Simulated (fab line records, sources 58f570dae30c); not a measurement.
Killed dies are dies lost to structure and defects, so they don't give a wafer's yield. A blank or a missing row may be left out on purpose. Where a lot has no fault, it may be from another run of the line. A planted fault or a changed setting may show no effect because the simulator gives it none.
8D (eight disciplines) problem report, filled in by code ; flow berkeley cmos170 ; the parts of the form that need people (team, actions taken, sign-off) are left out

1. PROBLEM STATEMENT
Wafers without a fault read 20.99 C, standard deviation 0.098; developer temp C at UCB170_M3_DEVELOP_14 reads a mean of 20.16 C on 6 wafers belonging to 2 lots. Measured from the usual mean, that is -8.5 standard deviations.
The step: develop time 45 s.
First observed at day 10 11:00: wafer L616.1, on litho track-04. Wafers with a number at this step in the record: 42, from 14 lots. The rule behind "out" and "out of limits": a value lying over 4 standard deviations away from the usual mean. All remaining wafers that have a number are taken as sound.

2. WHAT IT IS, AND WHAT IT ISN'T
question;is;is not
which readings at this step;developer temp C;-
which lots;L616, L620;L604, L605, L607, L608, L610, L611, L612, L614, L615, L623, L625, L626
which wafers of those lots;all that have a number;-
read on which tools;litho track-04;litho track-01, litho track-03
when;from day 10 11:00;"up to then (27 sound wafers); but 9 sound wafers of L623, L625, L626 came after"

3. SUSPECTS, AND WHAT RULES EACH OUT
Counting: a tool at a process step up to the reading stays a suspect if it ran every lot that is out and no sound lot after the first of them.
- litho track-04 at UCB170_M3_DEVELOP_14 (develop time 45 s): kept. It ran every lot that is out, first L616 (day 10 11:00), and no sound lot after that; its last sound lot up to then is L615 (day 10 09:00). On those wafers its own readings are out: developer temp C.
Left after counting: litho track-04 at UCB170_M3_DEVELOP_14.

4. THE CAUSE (what the simulator had put in)
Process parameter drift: litho track-04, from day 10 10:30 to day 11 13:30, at UCB170_M3_DEVELOP_14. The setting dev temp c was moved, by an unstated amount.
This tool alone remained once counting was done.

5. THE EFFECT CHAIN, in route order
One row per reading whose mean, taken over the struck wafers that have a number, lies over 3 standard deviations from the usual. Only readings whose record carries a usual standard deviation are examined. hours: median over the lots of the time between each lot's start at the first step of this table that gives one and its start at this step. sigmas: the change, counted in usual standard deviations.
hours;step;reading;usual;on struck wafers;change;sigmas
0;UCB170_M3_DEVELOP_14;developer temp C;20.99 C;20.16;-0.83;-8.5
It contains these process steps:
- UCB170_M3_DEVELOP_14: develop time 45 s.

6. WHAT WOULD HAVE CAUGHT IT SOONER
In this record the first reading out of limits was taken at day 10 11:00, 0 hours after the fault began at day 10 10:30.
